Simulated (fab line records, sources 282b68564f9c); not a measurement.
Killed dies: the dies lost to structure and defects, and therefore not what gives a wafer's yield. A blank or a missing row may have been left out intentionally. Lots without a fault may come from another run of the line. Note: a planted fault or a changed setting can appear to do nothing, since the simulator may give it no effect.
Split-lot trial + flow rit-cmos + on a route of 202 steps: 5 lots, 23 wafers read

## ON THE SPLIT
At RIT_NWELL_IMPLANT_08, the setting energy-kev was moved away from the recipe's 170 on 6 of the 23 wafers read, by -5.4% to -2.1%. For the rest of the wafers, this setting stayed at what the recipe calls for.

The reading comes from the split's own step.

## THE READING
implant.drp-nm (the simulator's own value, which no gauge read), in nm, at RIT_NWELL_IMPLANT_08. The file does not state a usual value for it.

| wafer  | tool, chamber at the split | energy-kev as run | against the recipe | implant.drp-nm, nm | against lot-mates on the recipe |
|--------|----------------------------|-------------------|--------------------|--------------------|---------------------------------|
| L076.1 | implanter-01, 0            | 170               | recipe             | 68.82              | -                               |
| L076.3 | implanter-01, 0            | 170               | recipe             | 68.82              | -                               |
| L076.6 | implanter-01, 0            | 170               | recipe             | 68.82              | -                               |
| L078.1 | implanter-02, 0            | 170               | recipe             | 68.82              | -                               |
| L078.2 | implanter-02, 0            | 170               | recipe             | 68.82              | -                               |
| L078.3 | implanter-02, 0            | 170               | recipe             | 68.82              | -                               |
| L078.4 | implanter-02, 0            | 170               | recipe             | 68.82              | -                               |
| L078.5 | implanter-02, 0            | 170               | recipe             | 68.82              | -                               |
| L080.2 | implanter-01, 0            | 170               | recipe             | 68.82              | -                               |
| L080.3 | implanter-01, 0            | 170               | recipe             | 68.82              | -                               |
| L080.5 | implanter-01, 0            | 170               | recipe             | 68.82              | -                               |
| L080.4 | implanter-01, 0            | 166.4             | -2.1%              | 67.75              | -1.07                           |
| L080.6 | implanter-01, 0            | 166.4             | -2.1%              | 67.75              | -1.07                           |
| L082.1 | implanter-04, 0            | 162.4             | -4.5%              | 66.55              | -2.27                           |
| L082.2 | implanter-04, 0            | 162.4             | -4.5%              | 66.55              | -2.27                           |
| L082.4 | implanter-04, 0            | 170               | recipe             | 68.82              | -                               |
| L082.5 | implanter-04, 0            | 170               | recipe             | 68.82              | -                               |
| L082.6 | implanter-04, 0            | 170               | recipe             | 68.82              | -                               |
| L084.1 | implanter-02, 0            | 160.8             | -5.4%              | 66.06              | -2.76                           |
| L084.5 | implanter-02, 0            | 160.8             | -5.4%              | 66.06              | -2.76                           |
| L084.3 | implanter-02, 0            | 170               | recipe             | 68.82              | -                               |
| L084.4 | implanter-02, 0            | 170               | recipe             | 68.82              | -                               |
| L084.6 | implanter-02, 0            | 170               | recipe             | 68.82              | -                               |

FIT RESULTS
A straight line over all 23 wafers: implant.drp-nm changes by +0.509 nm for each +1% of energy-kev; r = +1.00; the points scatter about the line by 0.0033 nm.
The same after taking each lot's own level away (the mean of its wafers on the recipe; 23 wafers): +0.509 nm for each +1%; r = +1.00; scatter 0.0033 nm.
Per that fit: largest energy-kev move, reading shift of 2.8 nm.
The lots' own levels span 68.820 to 68.820 nm.
Consequently the slope shifts little with the lot-to-lot level, the two slopes agreeing.
Check: -2.75 nm against its lot-mates is what the line predicts for one of the wafers moved furthest among these (-5.4%) when that wafer is left out of the fit. It came out at -2.76 nm against them.

## FURTHER SPLITS ON THESE WAFERS
Before the reading, these wafers also passed through other splits. Each is held against what the fit with the lots' levels taken away leaves over:
| other split on the same wafers    | wafers away from the commonest value | r with implant.drp-nm (lot level and that fit taken away) |
|-----------------------------------|--------------------------------------|-----------------------------------------------------------|
| RIT_ACTIVE_OXIDATION_01 temp-c    | 10                                   | +0.20                                                     |
| RIT_ACTIVE_EXPOSE_08 dose-mj      | 8                                    | +0.40                                                     |
| RIT_ACTIVE_ETCH_13 pressure-mtorr | 18                                   | +0.34                                                     |

## THE WHOLE CHAIN: every reading that the file lists as answering this split, in the file's order
| step                 | what it does | reading                                                         | change (the file's fit)               | r (the file's) |
|----------------------|--------------|-----------------------------------------------------------------|---------------------------------------|----------------|
| RIT_NWELL_IMPLANT_08 |              | implant.rp-nm (the simulator's own value, which no gauge read)  | +2.11 nm for each +1% of the setting  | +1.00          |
| RIT_NWELL_IMPLANT_08 |              | implant.drp-nm (the simulator's own value, which no gauge read) | +0.509 nm for each +1% of the setting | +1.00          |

## THE FILE'S OWN FIT
implant.drp-nm changes by +0.509 nm for each +1% of energy-kev, r = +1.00.
